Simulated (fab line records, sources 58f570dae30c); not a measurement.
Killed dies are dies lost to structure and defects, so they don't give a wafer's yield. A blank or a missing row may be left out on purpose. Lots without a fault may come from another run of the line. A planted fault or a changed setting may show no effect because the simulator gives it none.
Chamber matching | flow berkeley_cmos170 | UCB170_M3_ETCH_17 on rie_diel-03: 4 sister chambers
The step etches BARC in N2/H2. 4 wafers are shown with their chamber, then 7 later ones without.

WAFERS WITH THEIR CHAMBER
wafer  | chamber | throttle_valve_pct (%)
L940.4 | 1       | 13.59
L934.6 | 0       | 13.34
L942.2 | 2       | 13.13
L942.3 | 3       | 12.98

WAFERS WITHOUT THEIR CHAMBER
wafer  | throttle_valve_pct (%)
L942.4 | 13.32
L952.1 | 13.14
L952.2 | 13.60
L952.4 | 12.97
L955.1 | 13.13
L955.3 | 13.32
L955.6 | 13.32

WHICH CHAMBER EACH WENT THROUGH
wafer  | from the rows above | in truth
L942.4 | 0                   | 0
L952.1 | 2                   | 2
L952.2 | 1                   | 1
L952.4 | 3                   | 3
L955.1 | 2                   | 2
L955.3 | 0                   | 0
L955.6 | 0                   | 0
Placed correctly: 7 of 7. Can't be placed from these rows: 0. Placed wrongly: 0.
How it was worked out, from the rows above alone: a wafer's distance from a chamber is the root of the sum, over the readings, of the square of ((its reading less the chamber's mean) divided by the reading's scatter). The wafer belongs to the nearest chamber; if the next one is less than 2 further off, it can't be placed. A chamber's mean is the mean of its shown wafers. The scatter: with one shown wafer a chamber, the root of the mean of the squares of how far each hidden wafer lies from its nearest shown one.
